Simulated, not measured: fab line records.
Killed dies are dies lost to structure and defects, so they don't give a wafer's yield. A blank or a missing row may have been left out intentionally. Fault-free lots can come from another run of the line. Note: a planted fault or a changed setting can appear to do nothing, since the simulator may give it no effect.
Which tool was responsible?	flow berkeley cmos170	7 lots with 21 wafers sampled at 2 steps, on a route of 331 steps

## WHAT THE GAUGES SHOWED, per wafer
UCB170_M1_RS_MEAS_01: a four-point-probe measurement.
lot	measured	on	M1_AL_RS (ohm/sq)
L574	day 7 22:04	film metro-04	0.0485 0.0486 0.0489
L572	day 8 00:47	film metro-02	0.0486 0.0486 0.0490
L580	day 8 12:19	film metro-03	0.0486 0.0487 0.0485
L581	day 9 09:30	film metro-02	0.0481 0.0479 0.0479
L589	day 10 20:46	film metro-03	0.0483 0.0486 0.0489
L588	day 10 23:29	film metro-04	0.0427 0.0430 0.0426
L593	day 11 22:03	film metro-02	0.0483 0.0486 0.0483

## WHAT TOOL EACH LOT RAN ON (gives the tool, then ch and the chambers of the sampled wafers, and finally the start)
lot	UCB170_M1_SPUTTER_00
L574	pvd sputter-03, day 7 21:57
L572	pvd sputter-02, day 8 00:41
L580	pvd sputter-03, day 8 12:08
L581	pvd sputter-04, day 9 09:25
L589	pvd sputter-03, day 10 20:41
L588	pvd sputter-02, day 10 23:23
L593	pvd sputter-03, day 11 21:59
- UCB170_M1_SPUTTER_00: material Al, target thk 600 nm, time 80 s.

## THE ANSWER, worked out from the rows above alone
Rule: the usual values come from the lots themselves. Put in order of their means at a reading, lots are off if they are a third of the lots or fewer, leave a main group of 4 or more, and stand apart from it by a gap of 3 or more times the standard deviation of the main group's means; of several such gaps the widest counts. Not used: any main group whose means are identical at the precision the tables above print for the reading. A lot without any number at a reading at which 4 lots or more have one is off too. Any other lot the step has rows for is counted as sound.
Off: at UCB170_M1_RS_MEAS_01 (M1_AL_RS), L588. The main group: mean 0.0485 ohm/sq, standard deviation 0.00026.
If a tool, at a process step before that reading, ran all the lots that are off and no sound lot after the first of them, it fits. The gauges at UCB170_M1_RS_MEAS_01 are tried like those tools. 2 tools fit, pvd sputter-02 at UCB170_M1_SPUTTER_00 and film metro-04 at UCB170_M1_RS_MEAS_01, so this cannot tell which one it is.

## WHAT WAS PUT IN BY THE SIMULATOR
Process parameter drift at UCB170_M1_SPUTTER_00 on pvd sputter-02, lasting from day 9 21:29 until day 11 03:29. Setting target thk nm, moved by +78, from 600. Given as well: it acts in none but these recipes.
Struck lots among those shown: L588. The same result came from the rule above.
